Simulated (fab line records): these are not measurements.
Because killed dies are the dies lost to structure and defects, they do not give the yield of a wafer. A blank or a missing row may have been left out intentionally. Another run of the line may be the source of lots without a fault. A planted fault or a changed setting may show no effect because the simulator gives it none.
What tool caused it? :: flow berkeley cmos170 :: 39 wafers from 13 lots sampled at 5 of the route's 331 steps

== WHAT THE GAUGES SHOWED, per wafer ==
UCB170_NVT_OVL_MEAS_06.
lot: L979
measured: day 6 07:50
on: overlay-01
NVT_OVL (nm): -1 2 -6

lot: L981
measured: day 6 15:49
on: overlay-02
NVT_OVL (nm): -8 -15 -6

lot: L980
measured: day 6 16:03
on: overlay-02
NVT_OVL (nm): -4 -10 -5

lot: L982
measured: day 7 07:38
on: overlay-02
NVT_OVL (nm): -3 -1 -3

lot: L983
measured: day 7 14:11
on: overlay-01
NVT_OVL (nm): -3 -3 -4

lot: L984
measured: day 7 14:27
on: overlay-02
NVT_OVL (nm): -13 -11 -7

lot: L986
measured: day 8 02:41
on: overlay-02
NVT_OVL (nm): 1 0 2

lot: L985
measured: day 8 02:47
on: overlay-02
NVT_OVL (nm): -1 -8 -4

lot: L987
measured: day 8 08:30
on: overlay-02
NVT_OVL (nm): 1 -1 -4

lot: L993
measured: day 9 06:21
on: overlay-01
NVT_OVL (nm): 291 287 287

lot: L994
measured: day 9 12:53
on: overlay-01
NVT_OVL (nm): -6 -7 -7

lot: L995
measured: day 9 13:03
on: overlay-01
NVT_OVL (nm): 291 287 287

lot: L101
measured: day 10 21:29
on: overlay-01
NVT_OVL (nm): -4 -4 -4

UCB170_GATE_CD_MEAS_90 targets a cd of 350 nm.
lot: L979
measured: day 7 07:04
on: cd sem-01
cd nm (nm): 350.4 349.3 351.3

lot: L981
measured: day 7 13:09
on: cd sem-02
cd nm (nm): 349.8 350.5 350.0

lot: L980
measured: day 7 13:25
on: cd sem-01
cd nm (nm): 349.5 350.3 349.3

lot: L982
measured: day 7 22:28
on: cd sem-01
cd nm (nm): 349.6 349.6 350.3

lot: L983
measured: day 8 11:59
on: cd sem-01
cd nm (nm): 352.1 351.5 349.9

lot: L984
measured: day 8 11:54
on: cd sem-02
cd nm (nm): 351.2 348.8 350.6

lot: L986
measured: day 8 20:24
on: cd sem-02
cd nm (nm): 352.0 351.8 351.3

lot: L985
measured: day 8 20:21
on: cd sem-01
cd nm (nm): 347.6 348.5 348.2

lot: L987
measured: day 9 04:01
on: cd sem-01
cd nm (nm): 350.4 349.1 350.6

lot: L993
measured: day 10 04:59
on: cd sem-02
cd nm (nm): 351.1 351.2 349.7

lot: L994
measured: day 10 05:06
on: cd sem-01
cd nm (nm): 351.1 351.0 351.6

lot: L995
measured: day 10 05:13
on: cd sem-01
cd nm (nm): 351.3 353.9 352.6

lot: L101
measured: day 11 14:37
on: cd sem-02
cd nm (nm): 347.1 349.3 348.2

UCB170_NLDD_CD_MEAS_06 targets a cd of 1200 nm.
lot: L979
measured: day 7 12:09
on: cd sem-02
cd nm (nm): 1200.0 1200.5 1201.7

lot: L981
measured: day 7 23:13
on: cd sem-01
cd nm (nm): 1198.6 1199.0 1198.9

lot: L980
measured: day 7 23:02
on: cd sem-02
cd nm (nm): 1197.0 1196.8 1196.2

lot: L982
measured: day 8 03:48
on: cd sem-01
cd nm (nm): 1199.1 1198.8 1200.6

lot: L983
measured: day 8 17:23
on: cd sem-01
cd nm (nm): 1200.5 1201.5 1200.6

lot: L984
measured: day 8 17:05
on: cd sem-01
cd nm (nm): 1198.7 1198.2 1199.5

lot: L986
measured: day 9 02:19
on: cd sem-01
cd nm (nm): 1201.8 1203.8 1201.4

lot: L985
measured: day 9 02:02
on: cd sem-02
cd nm (nm): 1198.6 1199.0 1200.0

lot: L987
measured: day 9 07:44
on: cd sem-01
cd nm (nm): 1201.3 1199.8 1201.2

lot: L993
measured: day 10 09:20
on: cd sem-02
cd nm (nm): 1200.2 1200.9 1200.9

lot: L994
measured: day 10 10:20
on: cd sem-01
cd nm (nm): 1198.8 1198.1 1199.1

lot: L995
measured: day 10 11:31
on: cd sem-01
cd nm (nm): 1203.7 1202.1 1201.6

lot: L101
measured: day 11 18:56
on: cd sem-02
cd nm (nm): 1200.3 1200.1 1201.3

== TOOL THAT RAN EACH LOT (tool first, then ch and the chambers of the sampled wafers, then the start) ==
lot: L979
UCB170_NVT_EXPOSE_03: krf scanner-02 ch 0, day 6 07:26
UCB170_NVT_STRIP_08: plasma asher-04 ch 0,1, day 6 08:01

lot: L981
UCB170_NVT_EXPOSE_03: krf scanner-01 ch 0, day 6 15:26
UCB170_NVT_STRIP_08: plasma asher-01 ch 0,1, day 6 16:01

lot: L980
UCB170_NVT_EXPOSE_03: krf scanner-01 ch 0, day 6 15:40
UCB170_NVT_STRIP_08: plasma asher-04 ch 0,1, day 6 16:14

lot: L982
UCB170_NVT_EXPOSE_03: krf scanner-02 ch 0, day 7 07:15
UCB170_NVT_STRIP_08: plasma asher-02 ch 0,1, day 7 07:49

lot: L983
UCB170_NVT_EXPOSE_03: krf scanner-02 ch 0, day 7 13:49
UCB170_NVT_STRIP_08: plasma asher-01 ch 0,1, day 7 14:22

lot: L984
UCB170_NVT_EXPOSE_03: krf scanner-02 ch 0, day 7 13:54
UCB170_NVT_STRIP_08: plasma asher-04 ch 1, day 7 14:38

lot: L986
UCB170_NVT_EXPOSE_03: krf scanner-02 ch 0, day 8 02:19
UCB170_NVT_STRIP_08: plasma asher-02 ch 0,1, day 8 02:52

lot: L985
UCB170_NVT_EXPOSE_03: krf scanner-02 ch 0, day 8 02:24
UCB170_NVT_STRIP_08: plasma asher-01 ch 0,1, day 8 02:59

lot: L987
UCB170_NVT_EXPOSE_03: krf scanner-02 ch 0, day 8 08:08
UCB170_NVT_STRIP_08: plasma asher-02 ch 0,1, day 8 08:42

lot: L993
UCB170_NVT_EXPOSE_03: krf scanner-01 ch 0, day 9 05:58
UCB170_NVT_STRIP_08: plasma asher-01 ch 0,1, day 9 06:32

lot: L994
UCB170_NVT_EXPOSE_03: krf scanner-02 ch 0, day 9 12:20
UCB170_NVT_STRIP_08: plasma asher-02 ch 0,1, day 9 13:04

lot: L995
UCB170_NVT_EXPOSE_03: krf scanner-01 ch 0, day 9 12:35
UCB170_NVT_STRIP_08: plasma asher-01 ch 0,1, day 9 13:14

lot: L101
UCB170_NVT_EXPOSE_03: krf scanner-02 ch 0, day 10 21:07
UCB170_NVT_STRIP_08: plasma asher-02 ch 0,1, day 10 21:41
- UCB170_NVT_EXPOSE_03: exposes mask PWELL, target cd 3000 nm.
- UCB170_NVT_STRIP_08: strips in O2.

== WHAT THE TOOLS THEMSELVES READ (means of the sampled wafers that have a number; where no wafer has one, the mark that the record gives instead) ==
UCB170_NVT_STRIP_08.
lot: L979
tool: plasma asher-04
drypump motor current A (A): 5.6
o2 flow sccm (sccm): 399.9
oes product au (a.u.): 0.730
strip time to endpoint s (s): 21.68

lot: L981
tool: plasma asher-01
drypump motor current A (A): 6.4
o2 flow sccm (sccm): 398.6
oes product au (a.u.): 0.734
strip time to endpoint s (s): 21.65

lot: L980
tool: plasma asher-04
drypump motor current A (A): 5.6
o2 flow sccm (sccm): 399.3
oes product au (a.u.): 0.732
strip time to endpoint s (s): 21.60

lot: L982
tool: plasma asher-02
drypump motor current A (A): 5.8
o2 flow sccm (sccm): 399.5
oes product au (a.u.): 0.734
strip time to endpoint s (s): 21.61

lot: L983
tool: plasma asher-01
drypump motor current A (A): 6.2
o2 flow sccm (sccm): 400.2
oes product au (a.u.): 0.731
strip time to endpoint s (s): 21.66

lot: L984
tool: plasma asher-04
drypump motor current A (A): 5.3
o2 flow sccm (sccm): 400.8
oes product au (a.u.): 0.731
strip time to endpoint s (s): 21.60

lot: L986
tool: plasma asher-02
drypump motor current A (A): 5.9
o2 flow sccm (sccm): 399.7
oes product au (a.u.): 0.734
strip time to endpoint s (s): 21.68

lot: L985
tool: plasma asher-01
drypump motor current A (A): 6.4
o2 flow sccm (sccm): 400.1
oes product au (a.u.): 0.737
strip time to endpoint s (s): 21.50

lot: L987
tool: plasma asher-02
drypump motor current A (A): 5.5
o2 flow sccm (sccm): 400.6
oes product au (a.u.): 0.737
strip time to endpoint s (s): 21.56

lot: L993
tool: plasma asher-01
drypump motor current A (A): 6.2
o2 flow sccm (sccm): 401.1
oes product au (a.u.): 0.736
strip time to endpoint s (s): 21.55

lot: L994
tool: plasma asher-02
drypump motor current A (A): 5.5
o2 flow sccm (sccm): 397.8
oes product au (a.u.): 0.738
strip time to endpoint s (s): 21.61

lot: L995
tool: plasma asher-01
drypump motor current A (A): 6.2
o2 flow sccm (sccm): 399.9
oes product au (a.u.): 0.734
strip time to endpoint s (s): 21.62

lot: L101
tool: plasma asher-02
drypump motor current A (A): 5.5
o2 flow sccm (sccm): 400.2
oes product au (a.u.): 0.736
strip time to endpoint s (s): 21.58

== THE ANSWER, worked out from the rows above alone ==
Rule: usual is defined by the lots themselves. The widest of any qualifying gaps counts: lots, ordered by their means at a reading, are off when they make up no more than a third of the lots, leave a main group of 4 or more, and stand apart from it by 3 or more times the standard deviation of that group's means. If all means in a main group match to the digits the tables above print for the reading, that group is not used. Also off: a lot with no number at a reading for which 4 or more lots have one. Where the step has rows for the other lots, those lots are counted as sound. After the gauges, taken in route order, come the tools' own readings; for these a lot's mean is taken, as printed above. At the first step where some lot is off, the reading lying furthest off is the one used; lots without a number count as furthest.
Off: L993, L995, seen at UCB170_NVT_OVL_MEAS_06 (NVT_OVL). For the main group the mean is -4 nm and the standard deviation 3.3.
If a tool, at a process step before that reading, ran all the lots that are off and no sound lot after the first of them, it fits. Gauges at UCB170_NVT_OVL_MEAS_06: tried the same way as those tools. One candidate fits, namely krf scanner-01 at UCB170_NVT_EXPOSE_03. A fault onset in the window from L980 (day 6 15:40, its last sound lot) to L993 (day 9 05:58, its first lot off) fits.

== WHAT THE SIMULATOR HAD INSERTED ==
Scanner matching overlay: krf scanner-01, from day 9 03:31 on, at UCB170_NVT_EXPOSE_03. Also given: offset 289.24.
Struck lots among those shown: L993, L995. The rule above found the same.
